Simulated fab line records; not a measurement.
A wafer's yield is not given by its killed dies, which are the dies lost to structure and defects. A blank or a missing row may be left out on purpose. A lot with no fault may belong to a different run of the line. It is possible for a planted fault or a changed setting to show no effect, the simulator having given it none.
Which tool did it? || flow rit cmos || 14 lots, 42 wafers sampled, at 2 steps of a route of 202

WHAT THE GAUGES SHOWED, per wafer
RIT_ACTIVE_THK_MEAS_02. Usual: ACTIVE_OXIDE_THK 47.1 nm, standard deviation 0.86.
{"lot": "L265", "measured": "day 1 12:03", "on": "film metro-01", "ACTIVE_OXIDE_THK (nm)": "47.3 46.3 47.2", "flag": ""}
{"lot": "L266", "measured": "day 1 17:22", "on": "film metro-03", "ACTIVE_OXIDE_THK (nm)": "47.9 48.2 48.2", "flag": ""}
{"lot": "L267", "measured": "day 1 22:04", "on": "film metro-02", "ACTIVE_OXIDE_THK (nm)": "46.9 47.1 47.3", "flag": ""}
{"lot": "L269", "measured": "day 2 09:02", "on": "film metro-02", "ACTIVE_OXIDE_THK (nm)": "46.8 47.4 46.9", "flag": ""}
{"lot": "L271", "measured": "day 2 18:51", "on": "film metro-01", "ACTIVE_OXIDE_THK (nm)": "47.4 47.5 47.6", "flag": ""}
{"lot": "L272", "measured": "day 3 00:53", "on": "film metro-01", "ACTIVE_OXIDE_THK (nm)": "47.2 46.7 47.7", "flag": ""}
{"lot": "L274", "measured": "day 3 10:39", "on": "film metro-03", "ACTIVE_OXIDE_THK (nm)": "47.8 47.5 48.0", "flag": ""}
{"lot": "L275", "measured": "day 3 15:13", "on": "film metro-03", "ACTIVE_OXIDE_THK (nm)": "46.9 47.6 47.4", "flag": ""}
{"lot": "L277", "measured": "day 4 01:59", "on": "film metro-01", "ACTIVE_OXIDE_THK (nm)": "47.5 46.9 47.1", "flag": ""}
{"lot": "L281", "measured": "day 4 23:32", "on": "film metro-03", "ACTIVE_OXIDE_THK (nm)": "48.0 47.2 47.4", "flag": ""}
{"lot": "L284", "measured": "day 5 11:37", "on": "film metro-03", "ACTIVE_OXIDE_THK (nm)": "46.8 47.0 47.4", "flag": ""}
{"lot": "L285", "measured": "day 5 19:21", "on": "film metro-03", "ACTIVE_OXIDE_THK (nm)": "54.4 53.6 53.8", "flag": "OFF"}
{"lot": "L286", "measured": "day 5 21:17", "on": "film metro-02", "ACTIVE_OXIDE_THK (nm)": "53.3 53.2 52.9", "flag": "OFF"}
{"lot": "L288", "measured": "day 6 12:52", "on": "film metro-03", "ACTIVE_OXIDE_THK (nm)": "46.6 47.0 46.7", "flag": ""}

WHICH TOOL RAN EACH LOT (tool, then ch and the chambers of the sampled wafers, then the start)
{"lot": "L265", "RIT_ACTIVE_OXIDATION_01": "furnace-04 ch 0, day 1 10:07"}
{"lot": "L266", "RIT_ACTIVE_OXIDATION_01": "furnace-03 ch 0, day 1 15:26"}
{"lot": "L267", "RIT_ACTIVE_OXIDATION_01": "furnace-03 ch 0, day 1 20:07"}
{"lot": "L269", "RIT_ACTIVE_OXIDATION_01": "furnace-03 ch 0, day 2 07:06"}
{"lot": "L271", "RIT_ACTIVE_OXIDATION_01": "furnace-01 ch 0, day 2 16:54"}
{"lot": "L272", "RIT_ACTIVE_OXIDATION_01": "furnace-04 ch 0, day 2 22:58"}
{"lot": "L274", "RIT_ACTIVE_OXIDATION_01": "furnace-01 ch 0, day 3 08:42"}
{"lot": "L275", "RIT_ACTIVE_OXIDATION_01": "furnace-01 ch 0, day 3 13:16"}
{"lot": "L277", "RIT_ACTIVE_OXIDATION_01": "furnace-03 ch 0, day 4 00:04"}
{"lot": "L281", "RIT_ACTIVE_OXIDATION_01": "furnace-01 ch 0, day 4 21:35"}
{"lot": "L284", "RIT_ACTIVE_OXIDATION_01": "furnace-04 ch 0, day 5 09:41"}
{"lot": "L285", "RIT_ACTIVE_OXIDATION_01": "furnace-01 ch 0, day 5 17:25"}
{"lot": "L286", "RIT_ACTIVE_OXIDATION_01": "furnace-01 ch 0, day 5 19:21"}
{"lot": "L288", "RIT_ACTIVE_OXIDATION_01": "furnace-03 ch 0, day 6 10:54"}
- RIT_ACTIVE_OXIDATION_01: target thk 46.8 nm, ox time 3360 s.

WHAT THE TOOLS THEMSELVES READ (means of the sampled wafers that have a number; where no wafer has one, the mark that the record gives instead)
RIT_ACTIVE_OXIDATION_01. Usual: spike tc centre C 1001.9 C, standard deviation 1.2; spike tc load C 1027.6 C, standard deviation 1.6; tube center temp C 1000 C, standard deviation 0.087; tube_center_temp_C_max 1002.5, standard deviation 0.38.
{"lot": "L265", "tool": "furnace-04", "spike tc centre C (C)": 1002.5, "spike tc load C (C)": 1025.2, "tube center temp C (C)": 1000, "tube_center_temp_C_max": 1002.3, "flag": ""}
{"lot": "L266", "tool": "furnace-03", "spike tc centre C (C)": 1002.7, "spike tc load C (C)": 1029.5, "tube center temp C (C)": 1000, "tube_center_temp_C_max": 1002.5, "flag": ""}
{"lot": "L267", "tool": "furnace-03", "spike tc centre C (C)": 1002.6, "spike tc load C (C)": 1028.5, "tube center temp C (C)": 1000, "tube_center_temp_C_max": 1002.4, "flag": ""}
{"lot": "L269", "tool": "furnace-03", "spike tc centre C (C)": 1001.5, "spike tc load C (C)": 1029.1, "tube center temp C (C)": 1000, "tube_center_temp_C_max": 1002.6, "flag": ""}
{"lot": "L271", "tool": "furnace-01", "spike tc centre C (C)": 1000.6, "spike tc load C (C)": 1027.7, "tube center temp C (C)": 1000, "tube_center_temp_C_max": 1002.3, "flag": ""}
{"lot": "L272", "tool": "furnace-04", "spike tc centre C (C)": 1000.8, "spike tc load C (C)": 1024.2, "tube center temp C (C)": 1000, "tube_center_temp_C_max": 1002.6, "flag": ""}
{"lot": "L274", "tool": "furnace-01", "spike tc centre C (C)": 1001.3, "spike tc load C (C)": 1027.9, "tube center temp C (C)": 1000, "tube_center_temp_C_max": 1002.3, "flag": ""}
{"lot": "L275", "tool": "furnace-01", "spike tc centre C (C)": 1001.3, "spike tc load C (C)": 1027.9, "tube center temp C (C)": 1000, "tube_center_temp_C_max": 1003.1, "flag": ""}
{"lot": "L277", "tool": "furnace-03", "spike tc centre C (C)": 1003.4, "spike tc load C (C)": 1029.4, "tube center temp C (C)": 1000, "tube_center_temp_C_max": 1002.4, "flag": ""}
{"lot": "L281", "tool": "furnace-01", "spike tc centre C (C)": 1001.2, "spike tc load C (C)": 1028.6, "tube center temp C (C)": 1000, "tube_center_temp_C_max": 1002.3, "flag": ""}
{"lot": "L284", "tool": "furnace-04", "spike tc centre C (C)": 1001.0, "spike tc load C (C)": 1025.1, "tube center temp C (C)": 1000, "tube_center_temp_C_max": 1003.0, "flag": ""}
{"lot": "L285", "tool": "furnace-01", "spike tc centre C (C)": 1016.5, "spike tc load C (C)": 1044.2, "tube center temp C (C)": 1015, "tube_center_temp_C_max": 1017.5, "flag": "OFF"}
{"lot": "L286", "tool": "furnace-01", "spike tc centre C (C)": 1017.6, "spike tc load C (C)": 1043.3, "tube center temp C (C)": 1015, "tube_center_temp_C_max": 1018.0, "flag": "OFF"}
{"lot": "L288", "tool": "furnace-03", "spike tc centre C (C)": 1002.7, "spike tc load C (C)": 1028.4, "tube center temp C (C)": 1000, "tube_center_temp_C_max": 1002.4, "flag": ""}

THE ANSWER, worked out from the rows above alone
Rule: a lot counts as off when the mean over its wafers that have a number is more than 3 standard deviations away from the usual mean. A lot without any number at a reading at which 4 lots or more have one is off too. Where the step has rows for the other lots, those lots are counted as sound. The gauges are gone through in route order, then the tools' own readings, and for those a lot's mean is taken as printed above. At the first step where some lot is off, the reading lying furthest off is the one used; lots without a number count as furthest.
Off: L285, L286, seen at RIT_ACTIVE_THK_MEAS_02 (ACTIVE_OXIDE_THK).
A tool fits if, at a process step before that reading, it ran every lot that is off, and no sound lot after the first of them. Not tried: the gauges at RIT_ACTIVE_THK_MEAS_02; whatever is off there is also off at RIT_ACTIVE_OXIDATION_01, on other tools, and gauge error can't account for it. One fits: furnace-01 at RIT_ACTIVE_OXIDATION_01. Its last sound lot is L281 (day 4 21:35), its first lot that is off L285 (day 5 17:25): a fault that began between those two fits.
The tool's own readings at RIT_ACTIVE_OXIDATION_01 bear it out: on the lots that are off they differ by more than 5 times the standard deviation of the sound lots' means. spike tc centre C reads 1017.0 C there against 1001.8 C on the sound lots; spike tc load C reads 1043.8 C there against 1027.6 C on the sound lots; tube center temp C reads 1015 C there against 1000 C on the sound lots; tube_center_temp_C_max reads 1017.8 there against 1002.5 on the sound lots.

WHAT THE SIMULATOR PUT IN
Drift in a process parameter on furnace-01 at RIT_ACTIVE_OXIDATION_01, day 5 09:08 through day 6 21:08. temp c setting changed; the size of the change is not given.
Lots struck among those shown: L285, L286. This agrees with what the rule above found.
